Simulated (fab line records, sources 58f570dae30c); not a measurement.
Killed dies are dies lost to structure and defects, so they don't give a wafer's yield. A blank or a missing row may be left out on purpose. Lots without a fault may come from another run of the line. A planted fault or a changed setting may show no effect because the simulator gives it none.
Which tool did it? | flow berkeley_cmos170 | 14 lots, 42 wafers sampled, at 3 steps of a route of 331

WHAT THE GAUGES READ, wafer by wafer
UCB170_SCREENOX_THK_MEAS_02. Usual: SCREENOX_OXIDE_THK 14.39 nm, standard deviation 0.2.
lot  | measured     | on            | SCREENOX_OXIDE_THK (nm) | flag
L282 | day 6 02:38  | film_metro-02 | 14.42 14.22 14.48       |
L285 | day 6 12:39  | film_metro-02 | 14.31 14.21 14.26       |
L286 | day 6 18:30  | film_metro-03 | 14.44 14.52 14.59       |
L287 | day 6 18:31  | film_metro-01 | 14.48 14.63 14.49       |
L291 | day 7 00:10  | film_metro-01 | 14.45 14.15 14.57       |
L288 | day 7 00:10  | film_metro-02 | 14.22 14.55 14.28       |
L292 | day 7 12:50  | film_metro-01 | 14.28 14.30 14.35       |
L294 | day 7 12:51  | film_metro-03 | 14.64 14.65 14.66       |
L293 | day 7 12:52  | film_metro-02 | 14.32 14.53 14.46       |
L298 | day 8 09:42  | film_metro-01 | 14.45 14.43 14.51       |
L299 | day 8 09:39  | film_metro-03 | 14.32 14.35 14.36       |
L300 | day 9 04:23  | film_metro-02 | 14.55 14.44 14.36       |
L304 | day 9 18:01  | film_metro-02 | 14.44 14.55 14.44       |
L305 | day 10 02:11 | film_metro-01 | 14.44 14.29 14.51       |

UCB170_SDANNEAL_RS_MEAS_02: measures by four-point-probe. Usual: PSD_RS 74.46 ohm/sq, standard deviation 0.27.
lot  | measured     | on            | PSD_RS (ohm/sq)   | flag
L282 | day 7 11:08  | film_metro-02 | 74.74 74.61 74.58 |
L285 | day 7 19:40  | film_metro-02 | 74.69 74.14 74.32 |
L286 | day 8 04:05  | film_metro-01 | 74.71 74.33 74.84 |
L287 | day 8 03:38  | film_metro-03 | 74.56 74.12 74.34 |
L291 | day 8 12:40  | film_metro-01 | 75.06 74.69 74.91 |
L288 | day 8 13:08  | film_metro-02 | 74.26 74.47 74.36 |
L292 | day 9 01:26  | film_metro-02 | 73.97 74.25 74.09 |
L294 | day 9 01:33  | film_metro-03 | 74.42 73.98 74.42 |
L293 | day 9 02:05  | film_metro-03 | 74.75 74.48 74.45 |
L298 | day 10 05:04 | film_metro-02 | 75.02 74.85 74.40 |
L299 | day 10 04:44 | film_metro-03 | 74.15 74.25 74.31 |
L300 | day 10 20:20 | film_metro-01 | 74.29 74.11 74.41 |
L304 | day 11 07:50 | film_metro-02 | 74.40 74.95 74.76 |
L305 | day 11 14:13 | film_metro-02 | 73.76 74.09 74.07 |

WHICH TOOL RAN EACH LOT (tool, then ch and the chambers of the sampled wafers, then the start)
lot  | UCB170_PFIELD_STRIP_08
L282 | plasma_asher-02 ch 0,1, day 4 16:11
L285 | plasma_asher-01 ch 0,1, day 5 13:30
L286 | plasma_asher-01 ch 1, day 6 00:41
L287 | plasma_asher-02 ch 0,1, day 6 00:56
L291 | plasma_asher-01 ch 0,1, day 6 06:39
L288 | plasma_asher-04 ch 0,1, day 6 07:04
L292 | plasma_asher-02 ch 0,1, day 6 19:43
L294 | plasma_asher-04 ch 0,1, day 6 19:52
L293 | plasma_asher-02 ch 0,1, day 6 20:03
L298 | plasma_asher-01 ch 0,1, day 7 13:16
L299 | plasma_asher-01 ch 0,1, day 7 13:32
L300 | plasma_asher-04 ch 0,1, day 8 02:39
L304 | plasma_asher-04 ch 0,1, day 8 16:53
L305 | plasma_asher-02 ch 0,1, day 8 23:08
- UCB170_PFIELD_STRIP_08: strips in O2.

WHAT THE TOOLS THEMSELVES READ (means of the sampled wafers that have a number; where no wafer has one, the mark that the record gives instead)
UCB170_PFIELD_STRIP_08. Usual: drypump_motor_current_A 5.6 A, standard deviation 0.47; oes_product_au 0.734 a.u., standard deviation 0.0046; strip_time_to_endpoint_s 21.61 s, standard deviation 0.067.
lot  | tool            | drypump_motor_current_A (A) | oes_product_au (a.u.) | strip_time_to_endpoint_s (s) | flag
L282 | plasma_asher-02 | 5.2                         | 0.732                 | 21.68                        |
L285 | plasma_asher-01 | 5.6                         | 0.737                 | 21.75                        |
L286 | plasma_asher-01 | 5.9                         | 0.731                 | 21.54                        |
L287 | plasma_asher-02 | 5.2                         | 0.738                 | 21.64                        |
L291 | plasma_asher-01 | 5.8                         | 0.733                 | 21.61                        |
L288 | plasma_asher-04 | 5.9                         | 0.734                 | 21.63                        |
L292 | plasma_asher-02 | 5.2                         | 0.729                 | 21.61                        |
L294 | plasma_asher-04 | 5.9                         | 0.735                 | 21.57                        |
L293 | plasma_asher-02 | 5.5                         | 0.734                 | 21.61                        |
L298 | plasma_asher-01 | 5.8                         | 0.732                 | 21.60                        |
L299 | plasma_asher-01 | 5.8                         | 0.735                 | 21.68                        |
L300 | plasma_asher-04 | 6.0                         | 0.736                 | 21.56                        |
L304 | plasma_asher-04 | 6.0                         | 0.736                 | 21.55                        |
L305 | plasma_asher-02 | 5.5                         | 0.738                 | 21.54                        |

THE ANSWER, worked out from the rows above alone
Rule: a lot is off if the mean of its wafers that have a number lies more than 3 standard deviations from the usual mean. A lot without any number at a reading at which 4 lots or more have one is off too. The other lots that the step has rows for count as sound. The gauges are gone through in route order, then the tools' own readings, and for those a lot's mean is taken as printed above. The first step at which some lot is off is used, and at that step the reading that is off furthest; a lot without a number counts as furthest.
No lot is off at any reading shown: from this, nothing can be told.

WHAT THE SIMULATOR HAD PUT IN
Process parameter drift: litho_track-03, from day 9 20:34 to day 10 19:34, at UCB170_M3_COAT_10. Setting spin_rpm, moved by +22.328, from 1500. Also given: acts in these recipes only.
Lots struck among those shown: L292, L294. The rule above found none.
